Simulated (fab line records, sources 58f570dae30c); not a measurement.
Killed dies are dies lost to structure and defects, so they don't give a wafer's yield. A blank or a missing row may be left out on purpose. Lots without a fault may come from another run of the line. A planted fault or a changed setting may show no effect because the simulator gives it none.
Which tool did it? | flow berkeley_cmos170 | 14 lots, 42 wafers sampled, at 3 steps of a route of 331

WHAT THE GAUGES READ, wafer by wafer
UCB170_M3_CD_MEAS_90: target cd 700 nm.
lot  | measured     | on        | cd_nm (nm)
L720 | day 9 19:34  | cd_sem-01 | 695.9 700.3 696.6
L723 | day 10 02:19 | cd_sem-02 | 700.3 698.4 697.6
L722 | day 10 07:06 | cd_sem-01 | 697.4 699.2 698.5
L721 | day 10 07:20 | cd_sem-02 | 699.1 701.1 699.3
L724 | day 11 12:37 | cd_sem-02 | 698.6 694.3 698.0
L725 | day 11 13:56 | cd_sem-01 | 700.3 701.0 699.2
L727 | day 11 16:06 | cd_sem-02 | 701.0 701.6 705.2
L729 | day 12 05:46 | cd_sem-01 | 693.7 699.7 697.0
L731 | day 12 19:08 | cd_sem-02 | 699.4 698.1 696.9
L730 | day 12 21:44 | cd_sem-01 | - - -
L733 | day 13 07:14 | cd_sem-02 | - - -
L738 | day 14 05:02 | cd_sem-01 | 696.1 698.0 699.5
L739 | day 14 18:44 | cd_sem-02 | 694.6 695.5 697.7
L734 | day 14 19:31 | cd_sem-01 | 697.9 696.1 696.6

WHICH TOOL RAN EACH LOT (tool, then ch and the chambers of the sampled wafers, then the start)
lot  | UCB170_M3_METAL_ETCH_18           | UCB170_M3_STRIP_19
L720 | rie_metal-03 ch 0,1, day 9 19:16  | plasma_asher-04 ch 0,1, day 9 19:28
L723 | rie_metal-03 ch 0,1, day 10 02:04 | plasma_asher-04 ch 0,1, day 10 02:13
L722 | rie_metal-02 ch 0,1, day 10 06:49 | plasma_asher-04 ch 0,1, day 10 07:00
L721 | rie_metal-03 ch 0,1, day 10 07:02 | plasma_asher-02 ch 0,1, day 10 07:14
L724 | rie_metal-03 ch 0, day 11 12:20   | plasma_asher-02 ch 1, day 11 12:31
L725 | rie_metal-02 ch 0,1, day 11 13:38 | plasma_asher-03 ch 0,1, day 11 13:49
L727 | rie_metal-02 ch 0,1, day 11 15:49 | plasma_asher-04 ch 0,1, day 11 16:00
L729 | rie_metal-04 ch 0,1, day 12 05:29 | plasma_asher-04 ch 0,1, day 12 05:40
L731 | rie_metal-04 ch 0,1, day 12 18:51 | plasma_asher-02 ch 0,1, day 12 19:02
L730 | rie_metal-03 ch 0, day 12 21:26   | plasma_asher-02 ch 0,1, day 12 21:38
L733 | rie_metal-04 ch 0,1, day 13 06:56 | plasma_asher-04 ch 0,1, day 13 07:08
L738 | rie_metal-02 ch 0,1, day 14 04:43 | plasma_asher-02 ch 0,1, day 14 04:55
L739 | rie_metal-03 ch 0,1, day 14 18:26 | plasma_asher-03 ch 0,1, day 14 18:38
L734 | rie_metal-03 ch 0,1, day 14 19:13 | plasma_asher-04 ch 0,1, day 14 19:24
- UCB170_M3_METAL_ETCH_18: etches Al in Cl2/BCl3, stops on SiO2, target depth 1170 nm, time 195 s.
- UCB170_M3_STRIP_19: strips in O2.

WHAT THE TOOLS THEMSELVES READ (means of the sampled wafers that have a number; where no wafer has one, the mark that the record gives instead)
UCB170_M3_METAL_ETCH_18.
lot  | tool         | bcl3_flow_sccm (sccm) | bias_w (W) | drypump_motor_current_A (A) | mfc_cl2_sccm (sccm) | oes_product_au (a.u.) | throttle_valve_pct (%)
L720 | rie_metal-03 | 45.01                 | 119.9      | 5.4                         | 89.91               | 0.848                 | 24.27
L723 | rie_metal-03 | 44.97                 | 120.1      | 5.4                         | 89.92               | 0.849                 | 24.27
L722 | rie_metal-02 | 45.02                 | 119.7      | 5.6                         | 89.92               | 0.848                 | 24.57
L721 | rie_metal-03 | 44.90                 | 120.2      | 5.4                         | 89.89               | 0.842                 | 24.26
L724 | rie_metal-03 | 44.98                 | 120.0      | 5.2                         | 90.04               | 0.838                 | 24.80
L725 | rie_metal-02 | 45.02                 | 120.0      | 5.6                         | 90.33               | 0.852                 | 24.51
L727 | rie_metal-02 | 45.10                 | 120.0      | 5.6                         | 90.03               | 0.840                 | 24.51
L729 | rie_metal-04 | 44.85                 | 120.2      | 5.0                         | 89.97               | 0.866                 | 24.33
L731 | rie_metal-04 | 45.03                 | 120.2      | 5.4                         | 89.68               | 0.874                 | 24.23
L730 | rie_metal-03 | -                     | -          | -                           | -                   | -                     | -
L733 | rie_metal-04 | -                     | -          | -                           | -                   | -                     | -
L738 | rie_metal-02 | 45.05                 | 120.5      | 5.6                         | 90.08               | 0.856                 | 24.50
L739 | rie_metal-03 | 44.98                 | 120.5      | 5.3                         | 90.25               | 0.840                 | 24.53
L734 | rie_metal-03 | 45.01                 | 120.0      | 5.4                         | 90.14               | 0.847                 | 24.26

UCB170_M3_STRIP_19.
lot  | tool            | drypump_motor_current_A (A) | o2_flow_sccm (sccm) | oes_product_au (a.u.)
L720 | plasma_asher-04 | 5.5                         | 399.3               | 0.528
L723 | plasma_asher-04 | 5.3                         | 399.9               | 0.529
L722 | plasma_asher-04 | 5.5                         | 399.2               | 0.538
L721 | plasma_asher-02 | 5.5                         | 401.5               | 0.533
L724 | plasma_asher-02 | 5.3                         | 400.4               | 0.522
L725 | plasma_asher-03 | 5.9                         | 400.1               | 0.532
L727 | plasma_asher-04 | 5.3                         | 400.4               | 0.535
L729 | plasma_asher-04 | 5.3                         | 400.1               | 0.535
L731 | plasma_asher-02 | 5.8                         | 399.6               | 0.532
L730 | plasma_asher-02 | 5.8                         | 398.6               | 0.727
L733 | plasma_asher-04 | 5.5                         | 400.0               | 0.727
L738 | plasma_asher-02 | 5.8                         | 400.6               | 0.533
L739 | plasma_asher-03 | 5.8                         | 401.1               | 0.534
L734 | plasma_asher-04 | 5.5                         | 398.6               | 0.533

THE ANSWER, worked out from the rows above alone
Rule: what is usual is taken from the lots themselves. Put in order of their means at a reading, lots are off if they are a third of the lots or fewer, leave a main group of 4 or more, and stand apart from it by a gap of 3 or more times the standard deviation of the main group's means; of several such gaps the widest counts. A main group whose means are all the same, to the digits that the tables above print for the reading, isn't used. A lot without any number at a reading at which 4 lots or more have one is off too. The other lots that the step has rows for count as sound. The gauges are gone through in route order, then the tools' own readings, and for those a lot's mean is taken as printed above. The first step at which some lot is off is used, and at that step the reading that is off furthest; a lot without a number counts as furthest.
Off: L730, L733, at UCB170_M3_CD_MEAS_90 (cd_nm). Without a number there: L730, L733. The main group: mean 698.3 nm, standard deviation 1.8.
A tool fits if, at a process step before that reading, it ran every lot that is off, and no sound lot after the first of them. The gauges at UCB170_M3_CD_MEAS_90 aren't tried: what is off there is off at UCB170_M3_METAL_ETCH_18 too, on other tools, and a gauge's error can't cause that. None of those tried fits.

WHAT THE SIMULATOR HAD PUT IN
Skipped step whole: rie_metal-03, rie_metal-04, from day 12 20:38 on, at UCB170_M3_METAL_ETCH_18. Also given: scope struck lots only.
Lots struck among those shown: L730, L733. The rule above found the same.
